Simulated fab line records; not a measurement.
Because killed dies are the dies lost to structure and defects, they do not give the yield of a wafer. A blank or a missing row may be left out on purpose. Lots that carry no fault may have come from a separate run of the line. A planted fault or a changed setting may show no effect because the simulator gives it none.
Comparing a struck lot with a sound one -- flow berkeley-cmos170 -- 16 out of 331 route steps
Sound: these wafers, L957.1, L957.2, L957.4. Wafers L965.1, L965.4, L965.6 were the ones struck. The cause is named last.
Per side, at each step with rows, come the tool, then ch with its chambers, and then its first start. Under that, the readings that differ: sound wafers -- struck wafers -- difference of the means -- sigmas: that difference in standard deviations of wafers without a fault.
alike: a reading whose means differ by less than 2 such deviations, as well as words and numbers matching on both sides. not compared: withheld readings; readings where some wafer has no value; bounds like >300 that might hide an equal value; numbers whose values overlap and for which the record gives no deviation.
The two part at a step that has a row with sigmas, a row that says differs or no value, or rows on one side only. When numbers do not overlap yet have no deviation, they are printed without sigmas and do not part them. A reading missing from all wafers of one side parts the sides only when that side holds two or more wafers.

first, 2 steps without rows for these wafers: UCB170_GATE_ANNEAL_03 (time 1800 s); UCB170_GATE_CVD_04 (deposits poly-Si from SiH4, time 1440 s, target thk 214 nm).
UCB170_GATE_THK_MEAS_05:
  sound on film-metro-03 at day 5 20:49; struck on film-metro-04 at day 8 09:23
reading,sound,struck,difference,sigmas
GATE_POLY_THK (nm),213.4 214.3 211.6,218.7 217.7 218.3,+5.1,+3
then, 6 steps without rows for these wafers: UCB170_GATE_COAT_06; UCB170_GATE_COAT_07 (resist thk 900 nm); UCB170_GATE_SOFTBAKE_08 (time 60 s); UCB170_GATE_EXPOSE_09 (exposes mask POLY, target cd 350 nm); UCB170_GATE_PEB_10; UCB170_GATE_DEVELOP_11 (develop time 45 s).
UCB170_GATE_CD_MEAS_12 targets a cd of 350 nm.
  sound on cd-sem-02 at day 5 21:49; struck on cd-sem-01 at day 8 10:47
  alike: cd-nm
UCB170_GATE_OVL_MEAS_13:
  sound on overlay-02 at day 5 21:56; struck on overlay-02 at day 8 10:54
  alike: GATE_OVL
UCB170_GATE_ETCH_14: etches BARC in N2/H2.
  sound on rie-diel-01 ch 0,1,3, day 5 21:59; struck on rie-diel-04 ch 0,1,2, day 8 10:56
  alike: bias-w, chamber-pressure-mTorr, drypump-motor-current-A, oes-product-au, throttle-valve-pct
UCB170_GATE_ETCH_15: etches poly-Si in HBr/Cl2, stops on SiO2, time 56.3 s, target depth 278.2 nm.
  sound on rie-si-01 ch 0,1,2, day 5 22:01; struck on rie-si-01 ch 2,3, day 8 10:59
  no value came back on the struck wafers for any of 6 readings (HBr_flow_sccm (sccm), bias-w (W) and others); on the sound wafers HBr_flow_sccm (sccm) reads 149.9 149.5 150.0
reading,sound,struck,difference,sigmas
model.KrF_of_GATE_COAT_07.thk-nm (nm),773.1 775.9 778.1,890.4 890.9 891.3,+115.2,
UCB170_GATE_STRIP_16: strips in O2.
  sound on plasma-asher-03 ch 0,1, day 5 22:04; struck on plasma-asher-02 ch 0, day 8 11:02
reading,sound,struck,difference,sigmas
o2-flow-sccm (sccm),400.0 400.3 401.6,396.2 398.3 398.9,-2.8,-3
  alike: drypump-motor-current-A, oes-product-au
  not compared: rf-hours-counter-h
UCB170_GATE_CD_MEAS_90 targets a cd of 350 nm.
  sound on cd-sem-02 at day 5 22:10; struck on cd-sem-01 at day 8 11:08
reading,sound,struck,difference,sigmas
cd-nm (nm),349.0 350.0 350.2,- - -,no value on the struck wafers,
then, 1 step without rows for these wafers: UCB170_GATE_CLEAN_17 (cleans in SPM, time 600 s).

WHERE THEY PART
Last at UCB170_GATE_CD_MEAS_90 as far as this record goes, first at UCB170_GATE_THK_MEAS_05.

WHY: what had been put in by the simulator
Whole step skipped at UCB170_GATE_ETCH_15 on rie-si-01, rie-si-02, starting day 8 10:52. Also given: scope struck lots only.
